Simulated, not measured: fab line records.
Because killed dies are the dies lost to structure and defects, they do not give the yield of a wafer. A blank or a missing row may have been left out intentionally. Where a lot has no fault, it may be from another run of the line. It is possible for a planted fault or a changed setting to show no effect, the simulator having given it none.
A lot that was struck, set against a sound lot / flow rit cmos / 14 steps out of a route of 202
Sound: wafers L546.2, L546.3, L546.5. Wafers L553.2, L553.4, L553.5 were the ones struck. The cause is given at the end.
Each step with rows lists, per side, the tool, then ch with its chambers, then its first start. Under that, the readings that differ: sound wafers / struck wafers / difference of the means / sigmas: that difference in standard deviations of wafers without a fault.
alike: readings with means less than 2 such deviations apart, plus words and numbers identical on both sides. not compared: withheld readings, readings lacking a value on some wafer, bounds such as >300 that could conceal the same value, and numbers that have no deviation in the record and whose values overlap.
The two part at a step that has a row with sigmas, a row that says differs or no value, or rows on one side only. Numbers that don't overlap but have no deviation are shown without sigmas and don't part them. Lack of a reading on every wafer of one side parts them only where that side has two or more wafers.

first, 1 step without rows for these wafers: RIT_NSD_IMPLANT_08.
RIT_NSD_STRIP_09: strips in O2, time 180 s.
  sound on plasma asher-02 ch 0,1, day 3 15:29; struck on plasma asher-02 ch 1, day 5 01:28
  alike: chamber pressure mTorr, drypump motor current A, o2 flow sccm
  not compared: rf hours counter h
RIT_NSD_TW_MEAS_10:
  sound on film metro-02 at day 3 15:40; struck on film metro-03 at day 5 01:40
  alike: NSD_TW
then, 6 steps without rows for these wafers: RIT_PSD_HMDS_00 (prime time 60 s); RIT_PSD_COAT_01 (resist thk 1000 nm); RIT_PSD_SOFTBAKE_02 (time 60 s); RIT_PSD_EXPOSE_03 (exposes mask M10, target cd 40900 nm); RIT_PSD_PEB_04; RIT_PSD_DEVELOP_05 (develop time 50 s).
RIT_PSD_OVL_MEAS_06:
  sound on overlay-02 at day 3 16:34; struck on overlay-01 at day 5 02:34
reading=PSD_OVL (nm); sound=3.7 2.6 3.0; struck=-0.4 0.5 0.1; difference=-3.0; sigmas=-2
then, 2 steps without rows for these wafers: RIT_PSD_HARDBAKE_07 (time 60 s); RIT_PSD_IMPLANT_08.
RIT_PSD_STRIP_09: strips in O2, time 180 s.
  sound on plasma asher-01 ch 0,1, day 3 16:54; struck on plasma asher-04 ch 0, day 5 02:53
  no value came back on the struck wafers for chamber pressure mTorr (mTorr), drypump motor current A (A), o2 flow sccm (sccm); on the sound wafers chamber pressure mTorr (mTorr) reads 4000 4007 3996
reading=model.NOVOLAK_of_PSD_COAT_01.thk nm (nm); sound=0 0 0; struck=886.9 884.6 884.9; difference=+885.5; sigmas=
  not compared: rf hours counter h
RIT_PSD_TW_MEAS_10:
  sound on film metro-02 at day 3 17:05; struck on film metro-04 at day 5 03:05
  alike: PSD_TW

== WHERE THEY PART ==
Earliest at RIT_PSD_OVL_MEAS_06; latest, in this record, at RIT_PSD_STRIP_09. Later steps at which nothing parts them and some readings are alike: RIT_PSD_TW_MEAS_10.

WHY: the cause the simulator had injected
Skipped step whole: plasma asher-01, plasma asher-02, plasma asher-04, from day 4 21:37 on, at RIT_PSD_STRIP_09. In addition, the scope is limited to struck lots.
